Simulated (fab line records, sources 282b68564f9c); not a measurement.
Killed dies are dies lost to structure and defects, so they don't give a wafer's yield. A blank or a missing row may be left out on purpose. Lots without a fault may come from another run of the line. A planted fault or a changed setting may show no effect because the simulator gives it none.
A sampling plan put to the test | flow rit_cmos | one fab line, 14 faults that these records tell of, each judged on the records of the lots that it struck
The plan is the line's own looks: the steps of the route at which a gauge or an inspection reads the wafer and doesn't change it. A look can be judged if struck wafers have a number there and the file gives its usual mean and standard deviation on fault-free wafers. Caught: at a look after the fault's first step, the mean of the struck wafers lies 4 or more of those standard deviations (sigma) from the usual mean. On the tool: the same test on the tool's own readings at the fault's steps. Another recipe on the struck wafers, or a record that is blank for them alone, also counts as caught.

THE FAULTS, as the simulator had put them in
1. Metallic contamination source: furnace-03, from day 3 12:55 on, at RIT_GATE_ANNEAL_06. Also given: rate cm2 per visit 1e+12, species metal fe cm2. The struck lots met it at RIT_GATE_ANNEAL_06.
2. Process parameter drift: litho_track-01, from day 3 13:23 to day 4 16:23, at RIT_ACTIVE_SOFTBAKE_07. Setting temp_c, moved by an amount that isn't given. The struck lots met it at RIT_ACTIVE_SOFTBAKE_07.
3. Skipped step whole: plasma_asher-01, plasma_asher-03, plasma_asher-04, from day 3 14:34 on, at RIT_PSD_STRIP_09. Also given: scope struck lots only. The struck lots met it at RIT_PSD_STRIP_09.
4. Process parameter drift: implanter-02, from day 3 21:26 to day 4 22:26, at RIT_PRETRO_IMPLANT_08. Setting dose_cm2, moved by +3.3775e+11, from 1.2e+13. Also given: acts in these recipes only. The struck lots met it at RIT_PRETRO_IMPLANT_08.
5. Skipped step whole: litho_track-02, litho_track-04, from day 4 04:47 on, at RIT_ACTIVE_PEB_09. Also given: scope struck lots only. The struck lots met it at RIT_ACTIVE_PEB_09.
6. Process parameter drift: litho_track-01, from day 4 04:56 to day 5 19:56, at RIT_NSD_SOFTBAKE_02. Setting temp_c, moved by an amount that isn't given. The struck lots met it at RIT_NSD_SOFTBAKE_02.
7. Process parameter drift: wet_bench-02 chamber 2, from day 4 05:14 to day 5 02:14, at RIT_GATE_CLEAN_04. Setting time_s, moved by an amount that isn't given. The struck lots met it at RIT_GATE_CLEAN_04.
8. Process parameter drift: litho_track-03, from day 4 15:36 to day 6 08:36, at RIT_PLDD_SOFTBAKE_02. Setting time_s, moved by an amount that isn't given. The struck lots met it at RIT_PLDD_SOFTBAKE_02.
9. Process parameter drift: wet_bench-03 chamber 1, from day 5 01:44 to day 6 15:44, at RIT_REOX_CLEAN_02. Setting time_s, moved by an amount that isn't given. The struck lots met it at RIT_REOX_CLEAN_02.
10. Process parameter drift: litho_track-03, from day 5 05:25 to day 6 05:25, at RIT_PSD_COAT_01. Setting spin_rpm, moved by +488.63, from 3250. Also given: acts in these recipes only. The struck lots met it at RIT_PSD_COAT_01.
11. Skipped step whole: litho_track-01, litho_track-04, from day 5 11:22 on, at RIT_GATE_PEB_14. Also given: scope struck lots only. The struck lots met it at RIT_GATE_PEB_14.
12. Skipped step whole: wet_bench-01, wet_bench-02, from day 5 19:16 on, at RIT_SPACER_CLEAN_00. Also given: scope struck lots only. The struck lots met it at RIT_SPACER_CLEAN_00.
13. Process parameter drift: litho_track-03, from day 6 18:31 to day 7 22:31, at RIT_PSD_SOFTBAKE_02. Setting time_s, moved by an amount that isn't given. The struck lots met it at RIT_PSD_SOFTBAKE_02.
14. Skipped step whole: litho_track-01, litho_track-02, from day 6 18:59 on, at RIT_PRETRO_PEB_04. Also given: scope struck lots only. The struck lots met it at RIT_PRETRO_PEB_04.

WHAT THE PLAN SAW
fault | on the tool itself                               | first look that catches it                      | reading, sigma | median hours from its first step to that look | hours from the fault's start to the first struck lot there | judged looks passed uncaught
1     | under 2 sigma                                    | none of the 7 looks that can be judged after it | -              | -                                             | -                                                          | 7
2     | heater_power_total_W +20 sigma                   | none of the 3 looks that can be judged after it | -              | -                                             | -                                                          | 3
3     | the tool's record is blank for the struck wafers | no look after it can be judged                  | -              | -                                             | -                                                          | 0
4     | dose_ions_cm2 +24 sigma                          | no look after it can be judged                  | -              | -                                             | -                                                          | 0
5     | no reading that can be judged                    | none of the 3 looks that can be judged after it | -              | -                                             | -                                                          | 3
6     | heater_power_total_W +11 sigma                   | no look after it can be judged                  | -              | -                                             | -                                                          | 0
7     | run_length_s +15 sigma                           | no look after it can be judged                  | -              | -                                             | -                                                          | 0
8     | run_length_s +49 sigma                           | no look after it can be judged                  | -              | -                                             | -                                                          | 0
9     | run_length_s -9.1 sigma                          | no look after it can be judged                  | -              | -                                             | -                                                          | 0
10    | spin_speed_rpm +99 or beyond sigma               | none of the 2 looks that can be judged after it | -              | -                                             | -                                                          | 2
11    | no reading that can be judged                    | no look after it can be judged                  | -              | -                                             | -                                                          | 0
12    | the tool's record is blank for the struck wafers | no look after it can be judged                  | -              | -                                             | -                                                          | 0
13    | run_length_s +32 sigma                           | no look after it can be judged                  | -              | -                                             | -                                                          | 0
14    | no reading that can be judged                    | not the one look that can be judged after it    | -              | -                                             | -                                                          | 1
A dash: the fault isn't caught, or these records don't give the number.

Caught at a look: 0 of 14. Caught on the tool: 10 of 14. By one or the other: 10 of 14.
Caught on the tool alone: faults 2, 3, 4, 6, 7, 8, 9, 10, 12, 13.
Caught by neither: faults 1, 5, 11, 14.
